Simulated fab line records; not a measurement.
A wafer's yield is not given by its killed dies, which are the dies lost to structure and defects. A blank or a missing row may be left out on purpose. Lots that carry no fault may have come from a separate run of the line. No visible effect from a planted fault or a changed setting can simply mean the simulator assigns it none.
Which tool did it?    flow rit-cmos    39 wafers from 13 lots sampled at 2 of the route's 202 steps

== WHAT THE GAUGES SHOWED, per wafer ==
RIT_GATE_CD_MEAS_16: the cd target is 150 nm. Usual: 149.6 nm for cd-nm, sd 1.8.
lot   measured     on         cd-nm (nm)         flag
L568  day 2 13:36  cd-sem-02  148.9 146.9 148.4  
L570  day 2 23:25  cd-sem-02  147.7 149.2 148.9  
L573  day 3 14:03  cd-sem-01  164.4 163.5 159.3  OFF
L576  day 4 06:13  cd-sem-01  150.3 149.1 152.4  
L577  day 4 10:23  cd-sem-02  150.6 152.0 150.8  
L582  day 5 10:14  cd-sem-02  148.1 148.4 148.6  
L583  day 5 19:35  cd-sem-02  151.0 149.6 148.7  
L585  day 6 01:30  cd-sem-02  147.1 150.8 147.9  
L587  day 6 14:31  cd-sem-02  154.5 152.5 154.2  
L588  day 6 21:05  cd-sem-01  148.0 147.2 147.2  
L589  day 7 00:51  cd-sem-01  148.4 148.4 147.1  
L590  day 7 02:13  cd-sem-02  151.0 149.8 152.0  
L591  day 7 08:41  cd-sem-02  147.9 146.4 148.1  

== TOOL THAT RAN EACH LOT (tool first, then ch and the chambers of the sampled wafers, then the start) ==
lot   RIT_GATE_EXPOSE_13
L568  iline-stepper-01 ch 0, day 2 13:10
L570  iline-stepper-02 ch 0, day 2 22:58
L573  iline-stepper-01 ch 0, day 3 13:39
L576  iline-stepper-02 ch 0, day 4 05:49
L577  iline-stepper-02 ch 0, day 4 09:59
L582  iline-stepper-01 ch 0, day 5 09:50
L583  iline-stepper-02 ch 0, day 5 19:05
L585  iline-stepper-01 ch 0, day 6 01:06
L587  iline-stepper-01 ch 0, day 6 14:05
L588  iline-stepper-02 ch 0, day 6 20:41
L589  iline-stepper-01 ch 0, day 7 00:24
L590  iline-stepper-01 ch 0, day 7 01:49
L591  iline-stepper-01 ch 0, day 7 08:02
- RIT_GATE_EXPOSE_13: exposes mask M6, target cd 150 nm.

== AS READ BY THE TOOLS THEMSELVES (means over the sampled wafers that have a number; for cases with no such wafer, the mark the record gives instead) ==
The record holds no such reading with a usual standard deviation.

== THE ANSWER, worked out from the rows above alone ==
Rule: a lot is off if the mean of its wafers that have a number lies more than 3 standard deviations from the usual mean. A lot without any number at a reading at which 4 lots or more have one is off too. The other lots that the step has rows for count as sound. Order of review: gauges by route order, followed by the tools' own readings, for which a lot's mean as printed above is used. The first step at which some lot is off is used, and at that step the reading that is off furthest; a lot without a number counts as furthest.
Off: L573, at RIT_GATE_CD_MEAS_16 (cd-nm).
If a tool, at a process step before that reading, ran all the lots that are off and no sound lot after the first of them, it fits. Gauges at RIT_GATE_CD_MEAS_16: tried the same way as those tools. Not one of the candidates tried fits.

== WHAT THE SIMULATOR HAD INSERTED ==
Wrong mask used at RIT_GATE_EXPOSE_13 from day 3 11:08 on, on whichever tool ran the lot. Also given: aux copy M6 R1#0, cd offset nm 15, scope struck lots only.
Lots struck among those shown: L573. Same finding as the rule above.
